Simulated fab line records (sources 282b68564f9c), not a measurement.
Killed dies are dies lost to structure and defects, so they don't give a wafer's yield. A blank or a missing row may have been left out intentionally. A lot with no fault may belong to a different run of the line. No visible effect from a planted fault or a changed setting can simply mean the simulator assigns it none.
fab line records :: flow rit-cmos
record:
  lots: 15
  wafers: 45
  last-day: 7
route steps=202 shown PSD@151
lots that met no fault: taken from a fault-free run of the same line
start-h: hours from the record's first day to the start of the lot's first wafer shown :: wait-h: time in hours since the lot's previous step :: " same as the row above :: L1.1+2: one row covering several wafers at once :: - no value present, or no start provided :: * or withheld: withheld :: < > ~ a bound
route shown NAME@n: a module of which the file shows steps, and the number in the route of the first :: usual: mean and standard deviation over wafers with no fault :: same: alike in all rows :: chamber/n: place in a boat :: sites: the reading at each site :: _std_site: standard deviation of those values :: _edge_site: mean of outer sites minus mean of inner sites :: radius-mm: how far each site lies from the wafer's centre :: mask NAME#n: copy n :: behind: tool/chamber where the wafer was last shaped :: hold: the reason the lot was held/the length of the hold in hours/how it ended :: device: whichever transistor did not switch (one of n, p or np) :: end of line: at the end of the route, the tests of the same wafers :: step lacking rows: just its recipe :: killed: at the first sort, the dies lost to defects and structure; wafer yield is something else :: map: shows each die of a wafer: x if killed, . if not, _ if none is there
set.NAME: setting as actually run; set.NAME@STEP: the setting as run at that earlier step :: model.NAME: the simulator's own value behind a step, which no gauge read
a sample of lots followed through the steps of the route, with each step as a table and each wafer as a row
services: when a tool's chamber went out of use (start-h, in hours from the record's first day, below 0 if earlier), for how many hours, and the reason
== steps ==
step: RIT_PSD_STRIP_09
recipe:
  chemistry: O2
  time-s: 180
  resist: NOVOLAK
  platen-temp-c: withheld
  power-w: 500
  pressure-mtorr: 4000
  o2-flow-sccm: 4000
usual:
  chamber-pressure-mTorr: 4000/3.7
  drypump-motor-current-A: 5.5/0.44
lot.wafer: L545.1
tool: plasma-asher-01
chamber: 0
start-h: 60.31
wait-h: 0.1
chamber-pressure-mTorr: 3999
drypump-motor-current-A: 5.6
rf-hours-counter-h: 44

lot.wafer: L545.4
tool: plasma-asher-01
chamber: 0
start-h: 60.31
wait-h: 0.1
chamber-pressure-mTorr: 3999
drypump-motor-current-A: 5.6
rf-hours-counter-h: -

lot.wafer: L545.6
tool: plasma-asher-01
chamber: 0
start-h: 60.31
wait-h: 0.1
chamber-pressure-mTorr: 3998
drypump-motor-current-A: 5.6
rf-hours-counter-h: -

lot.wafer: L546.1
tool: plasma-asher-01
chamber: 1
start-h: 64.90
wait-h: 0.1
chamber-pressure-mTorr: 3998
drypump-motor-current-A: 5.7
rf-hours-counter-h: 44

lot.wafer: L546.4
tool: plasma-asher-01
chamber: 0
start-h: 64.90
wait-h: 0.1
chamber-pressure-mTorr: 4004
drypump-motor-current-A: 5.7
rf-hours-counter-h: -

lot.wafer: L546.6
tool: plasma-asher-01
chamber: 0
start-h: 64.90
wait-h: 0.1
chamber-pressure-mTorr: 3997
drypump-motor-current-A: 5.7
rf-hours-counter-h: -

lot.wafer: L547.2
tool: plasma-asher-04
chamber: 0
start-h: 70.25
wait-h: 0.1
chamber-pressure-mTorr: 4006
drypump-motor-current-A: 5.2
rf-hours-counter-h: 31

lot.wafer: L547.3
tool: plasma-asher-04
chamber: 1
start-h: 70.25
wait-h: 0.1
chamber-pressure-mTorr: 4000
drypump-motor-current-A: 5.6
rf-hours-counter-h: -

lot.wafer: L547.4
tool: plasma-asher-04
chamber: 0
start-h: 70.25
wait-h: 0.1
chamber-pressure-mTorr: 3996
drypump-motor-current-A: 5.2
rf-hours-counter-h: -

lot.wafer: L549.1
tool: plasma-asher-04
chamber: 1
start-h: 80.21
wait-h: 0.1
chamber-pressure-mTorr: 4005
drypump-motor-current-A: 5.6
rf-hours-counter-h: 32

lot.wafer: L549.2
tool: plasma-asher-04
chamber: 0
start-h: 80.21
wait-h: 0.1
chamber-pressure-mTorr: 4002
drypump-motor-current-A: 5.2
rf-hours-counter-h: 32

lot.wafer: L549.3
tool: plasma-asher-04
chamber: 0
start-h: 80.21
wait-h: 0.1
chamber-pressure-mTorr: 4001
drypump-motor-current-A: 5.2
rf-hours-counter-h: -

lot.wafer: L551.1
tool: plasma-asher-04
chamber: 0
start-h: 90.81
wait-h: 0.1
chamber-pressure-mTorr: 4000
drypump-motor-current-A: 5.2
rf-hours-counter-h: 33

lot.wafer: L551.2
tool: plasma-asher-04
chamber: 1
start-h: 90.81
wait-h: 0.1
chamber-pressure-mTorr: 4005
drypump-motor-current-A: 5.6
rf-hours-counter-h: 33

lot.wafer: L551.6
tool: plasma-asher-04
chamber: 0
start-h: 90.81
wait-h: 0.1
chamber-pressure-mTorr: 4002
drypump-motor-current-A: 5.2
rf-hours-counter-h: -

lot.wafer: L552.3
tool: plasma-asher-02
chamber: 1
start-h: 96.50
wait-h: 0.1
chamber-pressure-mTorr: -
drypump-motor-current-A: -
rf-hours-counter-h: -

lot.wafer: L552.4
tool: plasma-asher-02
chamber: 0
start-h: 96.50
wait-h: 0.1
chamber-pressure-mTorr: -
drypump-motor-current-A: -
rf-hours-counter-h: -

lot.wafer: L552.6
tool: plasma-asher-02
chamber: 1
start-h: 96.50
wait-h: 0.1
chamber-pressure-mTorr: -
drypump-motor-current-A: -
rf-hours-counter-h: -

lot.wafer: L553.1
tool: plasma-asher-04
chamber: 1
start-h: 98.89
wait-h: 0.1
chamber-pressure-mTorr: -
drypump-motor-current-A: -
rf-hours-counter-h: -

lot.wafer: L553.3
tool: plasma-asher-04
chamber: 1
start-h: 98.89
wait-h: 0.1
chamber-pressure-mTorr: -
drypump-motor-current-A: -
rf-hours-counter-h: -

lot.wafer: L553.6
tool: plasma-asher-04
chamber: 1
start-h: 98.89
wait-h: 0.1
chamber-pressure-mTorr: -
drypump-motor-current-A: -
rf-hours-counter-h: -

lot.wafer: L554.4
tool: plasma-asher-01
chamber: 0
start-h: 103.92
wait-h: 0.1
chamber-pressure-mTorr: -
drypump-motor-current-A: -
rf-hours-counter-h: -

lot.wafer: L554.5
tool: plasma-asher-01
chamber: 1
start-h: 103.92
wait-h: 0.1
chamber-pressure-mTorr: -
drypump-motor-current-A: -
rf-hours-counter-h: -

lot.wafer: L554.6
tool: plasma-asher-01
chamber: 0
start-h: 103.92
wait-h: 0.1
chamber-pressure-mTorr: -
drypump-motor-current-A: -
rf-hours-counter-h: -

lot.wafer: L557.1
tool: plasma-asher-04
chamber: 1
start-h: 119.84
wait-h: 0.1
chamber-pressure-mTorr: 4000
drypump-motor-current-A: 5.6
rf-hours-counter-h: 37

lot.wafer: L557.2
tool: plasma-asher-04
chamber: 0
start-h: 119.84
wait-h: 0.1
chamber-pressure-mTorr: 4006
drypump-motor-current-A: 5.2
rf-hours-counter-h: 37

lot.wafer: L557.3
tool: plasma-asher-04
chamber: 1
start-h: 119.84
wait-h: 0.1
chamber-pressure-mTorr: 3998
drypump-motor-current-A: 5.6
rf-hours-counter-h: -

lot.wafer: L558.1
tool: plasma-asher-01
chamber: 1
start-h: 124.33
wait-h: 0.1
chamber-pressure-mTorr: 3996
drypump-motor-current-A: 5.7
rf-hours-counter-h: 49

lot.wafer: L558.4
tool: plasma-asher-01
chamber: 1
start-h: 124.33
wait-h: 0.1
chamber-pressure-mTorr: 4002
drypump-motor-current-A: 5.7
rf-hours-counter-h: -

lot.wafer: L558.5
tool: plasma-asher-01
chamber: 1
start-h: 124.33
wait-h: 0.1
chamber-pressure-mTorr: 4001
drypump-motor-current-A: 5.6
rf-hours-counter-h: -

lot.wafer: L561.1
tool: plasma-asher-02
chamber: 1
start-h: 139.18
wait-h: 0.1
chamber-pressure-mTorr: 3995
drypump-motor-current-A: 4.9
rf-hours-counter-h: 2

lot.wafer: L561.3
tool: plasma-asher-02
chamber: 0
start-h: 139.18
wait-h: 0.1
chamber-pressure-mTorr: 4001
drypump-motor-current-A: 6.3
rf-hours-counter-h: -

lot.wafer: L561.4
tool: plasma-asher-02
chamber: 1
start-h: 139.18
wait-h: 0.1
chamber-pressure-mTorr: 4004
drypump-motor-current-A: 4.9
rf-hours-counter-h: -

lot.wafer: L562.1
tool: plasma-asher-02
chamber: 0
start-h: 144.43
wait-h: 0.1
chamber-pressure-mTorr: 3996
drypump-motor-current-A: 6.3
rf-hours-counter-h: 3

lot.wafer: L562.2
tool: plasma-asher-02
chamber: 1
start-h: 144.43
wait-h: 0.1
chamber-pressure-mTorr: 4000
drypump-motor-current-A: 4.8
rf-hours-counter-h: 3

lot.wafer: L562.4
tool: plasma-asher-02
chamber: 1
start-h: 144.43
wait-h: 0.1
chamber-pressure-mTorr: 3993
drypump-motor-current-A: 4.8
rf-hours-counter-h: -

lot.wafer: L563.2
tool: plasma-asher-01
chamber: 1
start-h: 152.68
wait-h: 0.1
chamber-pressure-mTorr: 4007
drypump-motor-current-A: 5.7
rf-hours-counter-h: 52

lot.wafer: L563.5
tool: plasma-asher-01
chamber: 0
start-h: 152.68
wait-h: 0.1
chamber-pressure-mTorr: 4000
drypump-motor-current-A: 5.6
rf-hours-counter-h: -

lot.wafer: L563.6
tool: plasma-asher-01
chamber: 1
start-h: 152.68
wait-h: 0.1
chamber-pressure-mTorr: 4003
drypump-motor-current-A: 5.7
rf-hours-counter-h: -

lot.wafer: L565.1
tool: plasma-asher-04
chamber: 1
start-h: 160.77
wait-h: 0.1
chamber-pressure-mTorr: 3999
drypump-motor-current-A: 5.6
rf-hours-counter-h: 42

lot.wafer: L565.5
tool: plasma-asher-04
chamber: 0
start-h: 160.77
wait-h: 0.1
chamber-pressure-mTorr: 3999
drypump-motor-current-A: 5.2
rf-hours-counter-h: -

lot.wafer: L565.6
tool: plasma-asher-04
chamber: 1
start-h: 160.77
wait-h: 0.1
chamber-pressure-mTorr: 4002
drypump-motor-current-A: 5.6
rf-hours-counter-h: -

lot.wafer: L566.2
tool: plasma-asher-02
chamber: 1
start-h: 166.38
wait-h: 0.1
chamber-pressure-mTorr: 3999
drypump-motor-current-A: 4.9
rf-hours-counter-h: 5

lot.wafer: L566.3
tool: plasma-asher-02
chamber: 0
start-h: 166.38
wait-h: 0.1
chamber-pressure-mTorr: 4004
drypump-motor-current-A: 6.3
rf-hours-counter-h: -

lot.wafer: L566.4
tool: plasma-asher-02
chamber: 1
start-h: 166.38
wait-h: 0.1
chamber-pressure-mTorr: 3998
drypump-motor-current-A: 4.9
rf-hours-counter-h: -
== services ==
tool: plasma-asher-01
chamber: -
start-h: 83.32
hours: 14.6
kind: pm

tool: plasma-asher-02
chamber: -
start-h: 108.75
hours: 9.0
kind: pm

tool: plasma-asher-02
chamber: 0
start-h: 108.75
hours: 9.0
kind: vent-cycle

tool: plasma-asher-02
chamber: 1
start-h: 108.75
hours: 9.0
kind: vent-cycle

tool: plasma-asher-02
chamber: -
start-h: 117.75
hours: 2.8
kind: pm

tool: plasma-asher-02
chamber: 0
start-h: 117.75
hours: -
kind: clean

tool: plasma-asher-02
chamber: 1
start-h: 117.75
hours: -
kind: clean
== key ==
first-sign:
  step: RIT_PSD_STRIP_09
  reading: tool-record
  direction: missing
effect none on later readings
met-at RIT_PSD_STRIP_09
struck-lots L552,L553,L554
later-rows-left-out L552.3,L552.4,L552.6,L553.1,L553.3,L553.6,L554.4,L554.5,L554.6
sort-left-out L552.3,L552.4,L552.6,L553.1,L553.3,L553.6,L554.4,L554.5,L554.6
tester-left-out L552,L553,L554
onset-between 90.81 96.50
fault:
  kind: skipped-step-whole
  tool: plasma-asher-01,plasma-asher-02,plasma-asher-04
  chamber: -
  onset-h: 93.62
  steps: RIT_PSD_STRIP_09
  scope: struck-lots-only
tester-left-out: of these lots the tester's yield and bins aren't shown, on N5 and GAA mostly nor the transistor test; their killed dies are dies lost to structure and defects alone, not to doping, threshold or leakage, so they don't give the yield
sort-left-out: the simulated sort isn't trusted on such a fault, so these wafers' sort isn't shown, and their yield isn't known
later-rows-left-out: the simulator's readings of these wafers behind a module that went badly wrong aren't trusted and aren't shown, but for the sort
